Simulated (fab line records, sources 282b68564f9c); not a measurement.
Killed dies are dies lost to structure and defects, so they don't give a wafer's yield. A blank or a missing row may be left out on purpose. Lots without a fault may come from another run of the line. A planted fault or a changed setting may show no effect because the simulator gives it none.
Split-lot experiment | flow rit_cmos | 5 lots, 23 wafers read, on a route of 202 steps

THE SPLIT
At RIT_PRETRO_SOFTBAKE_02 (time 60 s), the setting temp_c was moved away from the recipe's 90 C on 9 of the 23 wafers read, by -3.4% to +1.3%. The other wafers ran this setting at the recipe's value.

FROM THE SPLIT TO THE READING: what the file shows between them, 2 steps
- RIT_PRETRO_EXPOSE_03: exposes mask M5, target cd 43700 nm
- RIT_PRETRO_PEB_04

THE READING
NOVOLAK_of_PRETRO_COAT_01.thk_nm (the simulator's own value, which no gauge read), in nm, at RIT_PRETRO_DEVELOP_05 (develop time 68 s). The file gives no usual value for it. The 14 wafers here that ran the recipe average 1303 nm, standard deviation 4.3 nm.

wafer  | tool, chamber at the split | temp_c as run, C | against the recipe | NOVOLAK_of_PRETRO_COAT_01.thk_nm, nm | against lot-mates on the recipe
L074.1 | litho_track-02, 0          | 90               | recipe             | 1304                                 | -
L074.2 | litho_track-02, 0          | 91.21            | +1.3%              | 1301                                 | -3
L074.3 | litho_track-02, 0          | 90               | recipe             | 1302                                 | -
L074.5 | litho_track-02, 0          | 90               | recipe             | 1305                                 | -
L074.6 | litho_track-02, 0          | 91.21            | +1.3%              | 1298                                 | -6
L075.2 | litho_track-03, 0          | 90               | recipe             | 1293                                 | -
L075.3 | litho_track-03, 0          | 90               | recipe             | 1294                                 | -
L075.4 | litho_track-03, 0          | 87.01            | -3.3%              | 1307                                 | +14
L075.5 | litho_track-03, 0          | 87.01            | -3.3%              | 1307                                 | +14
L075.6 | litho_track-03, 0          | 87.01            | -3.3%              | 1307                                 | +14
L078.1 | litho_track-02, 0          | 90               | recipe             | 1302                                 | -
L078.4 | litho_track-02, 0          | 90               | recipe             | 1303                                 | -
L078.5 | litho_track-02, 0          | 90               | recipe             | 1307                                 | -
L081.1 | litho_track-02, 0          | 86.94            | -3.4%              | 1313                                 | +7
L081.2 | litho_track-02, 0          | 90               | recipe             | 1303                                 | -
L081.3 | litho_track-02, 0          | 90               | recipe             | 1306                                 | -
L081.4 | litho_track-02, 0          | 86.94            | -3.4%              | 1317                                 | +11
L081.6 | litho_track-02, 0          | 90               | recipe             | 1308                                 | -
L083.1 | litho_track-02, 0          | 87.83            | -2.4%              | 1317                                 | +11
L083.2 | litho_track-02, 0          | 90               | recipe             | 1305                                 | -
L083.5 | litho_track-02, 0          | 90               | recipe             | 1305                                 | -
L083.3 | litho_track-02, 0          | 87.83            | -2.4%              | 1316                                 | +10
L083.6 | litho_track-02, 0          | 90               | recipe             | 1307                                 | -

THE FIT
A straight line over all 23 wafers: NOVOLAK_of_PRETRO_COAT_01.thk_nm changes by -2.65 nm for each +1% of temp_c; r = -0.68; the points scatter about the line by 4.7 nm.
The same after taking each lot's own level away (the mean of its wafers on the recipe; 23 wafers): -3.61 nm for each +1%; r = -0.95; scatter 2 nm.
On that fit, the largest move of temp_c shifts the reading by 12 nm.
The lots' own levels span 1293.5 to 1305.7 nm, that is 2.8 times the standard deviation above.
So the lot-to-lot level blurs the effect unless lot-mates are compared.
Check: with one of the wafers moved furthest among these (-3.4%) left out of the fit, the line predicts +13.4 nm for it against its lot-mates. It came out at +7.33 nm against them.

OTHER SPLITS ON THESE WAFERS
These wafers also went through other splits before the reading. Each is held against what the fit with the lots' levels taken away leaves over:
other split on the same wafers       | wafers away from the commonest value | r with NOVOLAK_of_PRETRO_COAT_01.thk_nm (lot level and that fit taken away)
RIT_ACTIVE_DEVELOP_10 develop_time_s | 7                                    | -0.20
RIT_ACTIVE_ETCH_13 rf_w              | 2                                    | +0.26
RIT_ACTIVE_STRIP_14 pressure_mtorr   | 15                                   | +0.19
RIT_NWELL_IMPLANT_08 dose_cm2        | 5                                    | -0.14
RIT_PWELL_IMPLANT_08 energy_kev      | 8                                    | +0.26
RIT_NRETRO_IMPLANT_08 dose_cm2       | 7                                    | +0.00

THE FILE'S OWN FIT
NOVOLAK_of_PRETRO_COAT_01.thk_nm changes by -3.58 nm for each +1% of temp_c, r = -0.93.
